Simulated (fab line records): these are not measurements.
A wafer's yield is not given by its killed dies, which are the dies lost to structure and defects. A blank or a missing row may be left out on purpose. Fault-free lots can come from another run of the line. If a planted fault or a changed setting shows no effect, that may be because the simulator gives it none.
Struck lot and sound lot, side by side || flow berkeley cmos170 || 16 out of 331 route steps
Sound: the wafers L158.2, L158.4, L158.6. Struck: wafer L164.2 (left out: L164.1, L164.6 of the same lot, which were not struck); the cause appears at the end.
Each step with rows lists, per side, the tool, then ch with its chambers, then its first start. Under that, the readings that differ: sound wafers || struck wafers || difference of the means || sigmas: that difference in standard deviations of wafers without a fault.
alike: readings with means less than 2 such deviations apart, plus words and numbers identical on both sides. not compared: withheld readings, readings lacking a value on some wafer, bounds such as >300 that could conceal the same value, and numbers that have no deviation in the record and whose values overlap.
The two part at a step that has a row with sigmas, a row that says differs or no value, or rows on one side only. Numbers that have no deviation but don't overlap get no sigmas and don't part them. Lack of a reading on every wafer of one side parts them only where that side has two or more wafers.

first, 6 steps without rows for these wafers: UCB170_V1_HMDS_06 (prime time 60 s); UCB170_V1_COAT_07 (resist thk 900 nm); UCB170_V1_SOFTBAKE_08 (time 60 s); UCB170_V1_EXPOSE_09 (exposes mask VIA1, target cd 700 nm); UCB170_V1_PEB_10; UCB170_V1_DEVELOP_11 (develop time 45 s).
UCB170_V1_CD_MEAS_12: the cd target is 700 nm.
  sound on cd sem-02, day 8 04:23; struck on cd sem-01, day 9 15:07
  alike: cd nm
UCB170_V1_OVL_MEAS_13:
  sound on overlay-02, day 8 04:29; struck on overlay-02, day 9 15:14
{"reading": "V1_OVL (nm)", "sound": "9 7 8", "struck": -2, "difference": -10, "sigmas": -2}
UCB170_V1_ETCH_14: etches SiO2 in CHF3/CF4/Ar, stops on Al, target depth 1250 nm, time 301.6 s.
  sound on rie diel-03 ch 0,1, day 8 04:31; struck on rie diel-01 ch 0, day 9 15:16
{"reading": "throttle valve pct (%)", "sound": "7.07 7.19 7.07", "struck": 6.83, "difference": -0.28, "sigmas": -2}
  alike: drypump motor current A, oes product au
  not compared: rf hours counter h
UCB170_V1_STRIP_15: strips in O2.
  sound on plasma asher-01 ch 0,1, day 8 04:41; struck on plasma asher-02 ch 1, day 9 15:26
  alike: drypump motor current A, oes product au, strip time to endpoint s
  not compared: rf hours counter h
UCB170_V1_CD_MEAS_90: the cd target is 700 nm.
  sound on cd sem-01, day 8 04:49; struck on cd sem-01, day 9 15:37
  alike: cd nm
then, 1 step without rows for these wafers: UCB170_M2_PRE_CLEAN_00 (preclean etch time 60 s).
UCB170_M2_SPUTTER_01: material Al, target thk 900 nm, time 120 s.
  sound on pvd sputter-03, day 8 04:59; struck on pvd sputter-01, day 9 15:49
{"reading": "cathode dc power W (W)", "sound": "6000.4 6000.8 5999.5", "struck": 7913.3, "difference": "+1913.1", "sigmas": "+99 or more"}
{"reading": "throttle valve pct (%)", "sound": "30.0 29.4 29.3", "struck": 31.2, "difference": "+1.6", "sigmas": "+3"}
{"reading": "model.Al_of_M2_SPUTTER_01.thk nm (nm)", "sound": "902.1 901.1 911.6", "struck": 1183, "difference": "+278", "sigmas": ""}
UCB170_M2_RS_MEAS_02: uses a four-point probe to measure.
  sound on film metro-01, day 8 05:05; struck on film metro-03, day 9 16:11
{"reading": "M2_AL_RS (ohm/sq)", "sound": "0.0321 0.0322 0.0317", "struck": 0.0244, "difference": -0.0076, "sigmas": -23}
  not compared: hold
UCB170_M2_THK_MEAS_03: measures by xrf.
  sound on film metro-01, day 8 05:12; struck on film metro-03, day 9 20:42
{"reading": "M2_AL_THK (nm)", "sound": "916 916 925", "struck": 1189, "difference": "+270", "sigmas": "+27"}
  not compared: hold
then, 1 step without rows for these wafers: UCB170_M2_HMDS_04 (prime time 60 s).

== WHERE THEY PART ==
At UCB170_V1_OVL_MEAS_13 first; at UCB170_M2_THK_MEAS_03 last (within this record only).

WHY: what had been put in by the simulator
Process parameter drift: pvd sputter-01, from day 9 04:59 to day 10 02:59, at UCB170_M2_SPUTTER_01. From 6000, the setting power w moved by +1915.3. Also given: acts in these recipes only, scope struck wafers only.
